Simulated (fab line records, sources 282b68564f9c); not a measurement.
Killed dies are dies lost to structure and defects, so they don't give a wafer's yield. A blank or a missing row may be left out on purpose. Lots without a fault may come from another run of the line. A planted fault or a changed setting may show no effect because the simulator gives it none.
A struck lot beside a sound one | flow rit_cmos | 18 steps out of a route of 202
Sound: wafers L817.1, L817.2, L817.6. Struck: wafers L822.1, L822.3, L822.4. The cause comes at the end.
At each step with rows: each side's tool, then ch and its chambers, then its first start. Under that, the readings that differ: sound wafers | struck wafers | difference of the means | sigmas: that difference in standard deviations of wafers without a fault.
alike: readings whose means differ by less than 2 such deviations, and words and numbers that are the same on both sides. not compared: withheld readings, readings that some wafer has no value for, bounds like >300 that may hide the same value, and numbers for which the record gives no deviation and whose values overlap.
The two part at a step that has a row with sigmas, a row that says differs or no value, or rows on one side only. Numbers that don't overlap but have no deviation are shown without sigmas and don't part them. A reading that every wafer of one side lacks parts them only if that side has two wafers or more.

first, 4 steps without rows for these wafers: RIT_PSD_SOFTBAKE_02 (time 60 s); RIT_PSD_EXPOSE_03 (exposes mask M10, target cd 40900 nm); RIT_PSD_PEB_04; RIT_PSD_DEVELOP_05 (develop time 50 s).
RIT_PSD_OVL_MEAS_06:
  sound on overlay-01, day 5 03:37; struck on overlay-02, day 5 23:29
  alike: PSD_OVL
then, 2 steps without rows for these wafers: RIT_PSD_HARDBAKE_07 (time 60 s); RIT_PSD_IMPLANT_08.
RIT_PSD_STRIP_09: strips in O2, time 180 s.
  sound on plasma_asher-01 ch 0,1, day 5 03:58; struck on plasma_asher-01 ch 0,1, day 5 23:49
  alike: drypump_motor_current_A
  not compared: rf_hours_counter_h
RIT_PSD_TW_MEAS_10:
  sound on film_metro-03, day 5 04:08; struck on film_metro-03, day 6 00:00
  alike: PSD_TW
then, 3 steps without rows for these wafers: RIT_SDANNEAL_CLEAN_00 (cleans in SC1, time 600 s); RIT_SDANNEAL_CLEAN_01 (cleans in dHF, time 30 s); RIT_SDANNEAL_CLEAN_02 (cleans in SC2, time 600 s).
RIT_SDANNEAL_RTA_03: time 5 s.
  sound on rtp_anneal-02 ch 0, day 5 04:34; struck on rtp_anneal-01 ch 0, day 6 00:26
  reading          | sound                | struck               | difference | sigmas
  wafer_temp_C_max | 1053.7 1055.4 1053.0 | 1033.3 1032.5 1033.3 | -21.0      | -16
RIT_SDANNEAL_RS_MEAS_04: measures by four-point-probe.
  sound on film_metro-02, day 5 04:38; struck on film_metro-03, day 6 00:30
  reading         | sound                | struck               | difference | sigmas
  PSD_RS (ohm/sq) | 116.00 115.66 116.15 | 129.94 130.23 129.97 | +14.11     | +50
RIT_SDANNEAL_RS_MEAS_05: measures by four-point-probe.
  sound on film_metro-02, day 5 04:45; struck on film_metro-03, day 6 00:37
  reading         | sound          | struck         | difference | sigmas
  NSD_RS (ohm/sq) | 84.4 84.7 84.3 | 85.3 85.1 85.8 | +0.9       | +3
RIT_SDANNEAL_RS_MEAS_06: measures by four-point-probe.
  sound on film_metro-02, day 5 04:52; struck on film_metro-03, day 6 00:44
  reading          | sound             | struck            | difference | sigmas
  PLDD_RS (ohm/sq) | 178.7 178.6 178.8 | 194.9 194.4 194.0 | +15.7      | +34
RIT_SDANNEAL_RS_MEAS_07: measures by four-point-probe.
  sound on film_metro-02, day 5 04:59; struck on film_metro-03, day 6 00:52
  alike: NLDD_RS
RIT_M1_PROBE_99:
  sound on prober-02, day 5 12:17; struck on prober-01, day 6 08:00
  reading                              | sound             | struck            | difference | sigmas
  killed_at_M0_to_M3                   | 0 1 0             | 0 0 0             | +0         | -3
  model.etest.pmos_turned.r_on_ohm_um  | 3274 3328 3327    | 3903 3854 3855    | +561       |
  model.etest.pmos_0p3.r_on_ohm_um     | 6140 6139 6200    | 6454 6466 6375    | +272       |
  model.etest.pmos_0p15.r_on_ohm_um    | 2682 2761 2731    | 3030 3009 2980    | +282       |
  model.etest.pmos_turned.drive_ua_um  | 201.6 201 197.9   | 156.3 157.8 158.4 | -42.7      |
  model.etest.pmos_0p15.drive_ua_um    | 264.1 259.3 260.7 | 232.7 235.7 237.4 | -26.1      |
  model.etest.contact_pplus.end_ohm_um | 47.43 45.2 45.19  | 49.56 48.73 50.07 | +3.51      |
  model.etest.pmos_narrow.drive_ua_um  | 105.2 104.9 104.5 | 102.3 100 102.1   | -3.4       |
  model.etest.pmos_0p3.drive_ua_um     | 103.4 103.1 102.8 | 99.61 99.14 100.9 | -3.22      |
  alike: killed_at_contacts, killed_at_front_end, killed_dies, killed_open, killed_short

WHERE THEY PART
First at RIT_SDANNEAL_RTA_03; last, within this record, at RIT_M1_PROBE_99.

WHY: what the simulator had put in
Process parameter drift: rtp_anneal-01, from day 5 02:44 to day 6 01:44, at RIT_SDANNEAL_RTA_03. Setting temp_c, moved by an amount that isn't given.
